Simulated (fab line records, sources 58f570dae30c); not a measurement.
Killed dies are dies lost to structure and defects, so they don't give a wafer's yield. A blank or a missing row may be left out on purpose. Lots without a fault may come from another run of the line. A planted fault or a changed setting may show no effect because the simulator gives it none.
Which tool did it? | flow berkeley_cmos170 | 7 lots, 21 wafers sampled, at 3 steps of a route of 331

WHAT THE GAUGES READ, wafer by wafer
UCB170_SDANNEAL_RS_MEAS_05: measures by four-point-probe.
lot  | measured     | on            | NLDD_RS (ohm/sq)
L733 | day 8 22:39  | film_metro-02 | 615.4 614.7 615.0
L734 | day 9 09:23  | film_metro-04 | 613.7 616.4 615.6
L736 | day 9 09:46  | film_metro-02 | 617.9 617.3 617.0
L740 | day 10 08:09 | film_metro-02 | 616.8 618.2 617.0
L743 | day 11 10:17 | film_metro-03 | 537.3 537.7 537.6
L748 | day 12 02:16 | film_metro-04 | 618.2 616.0 614.6
L750 | day 12 14:08 | film_metro-04 | 617.1 616.8 618.3

WHICH TOOL RAN EACH LOT (tool, then ch and the chambers of the sampled wafers, then the start)
lot  | UCB170_ZERO_STRIP_07                | UCB170_NLDD_IMPLANT_08
L733 | plasma_asher-03 ch 0,1, day 2 15:33 | implanter-01 ch 0, day 8 11:50
L734 | plasma_asher-02 ch 0,1, day 3 01:08 | implanter-03 ch 0, day 8 18:37
L736 | plasma_asher-02 ch 0,1, day 3 06:42 | implanter-01 ch 0, day 9 01:43
L740 | plasma_asher-03 ch 0,1, day 3 23:53 | implanter-03 ch 0, day 9 20:49
L743 | plasma_asher-02 ch 0,1, day 4 16:31 | implanter-01 ch 0, day 10 21:51
L748 | plasma_asher-02 ch 0,1, day 5 19:59 | implanter-02 ch 0, day 11 11:23
L750 | plasma_asher-01 ch 0,1, day 6 04:56 | implanter-02 ch 0, day 12 03:23
- UCB170_ZERO_STRIP_07: strips in O2.
- UCB170_NLDD_IMPLANT_08

THE ANSWER, worked out from the rows above alone
Rule: what is usual is taken from the lots themselves. Put in order of their means at a reading, lots are off if they are a third of the lots or fewer, leave a main group of 4 or more, and stand apart from it by a gap of 3 or more times the standard deviation of the main group's means; of several such gaps the widest counts. A main group whose means are all the same, to the digits that the tables above print for the reading, isn't used. A lot without any number at a reading at which 4 lots or more have one is off too. The other lots that the step has rows for count as sound.
Off: L743, at UCB170_SDANNEAL_RS_MEAS_05 (NLDD_RS). The main group: mean 616.4 ohm/sq, standard deviation 1.
A tool fits if, at a process step before that reading, it ran every lot that is off, and no sound lot after the first of them. The gauges at UCB170_SDANNEAL_RS_MEAS_05 are tried like those tools. Can't be told from this: 2 tools fit, implanter-01 at UCB170_NLDD_IMPLANT_08, film_metro-03 at UCB170_SDANNEAL_RS_MEAS_05.

WHAT THE SIMULATOR HAD PUT IN
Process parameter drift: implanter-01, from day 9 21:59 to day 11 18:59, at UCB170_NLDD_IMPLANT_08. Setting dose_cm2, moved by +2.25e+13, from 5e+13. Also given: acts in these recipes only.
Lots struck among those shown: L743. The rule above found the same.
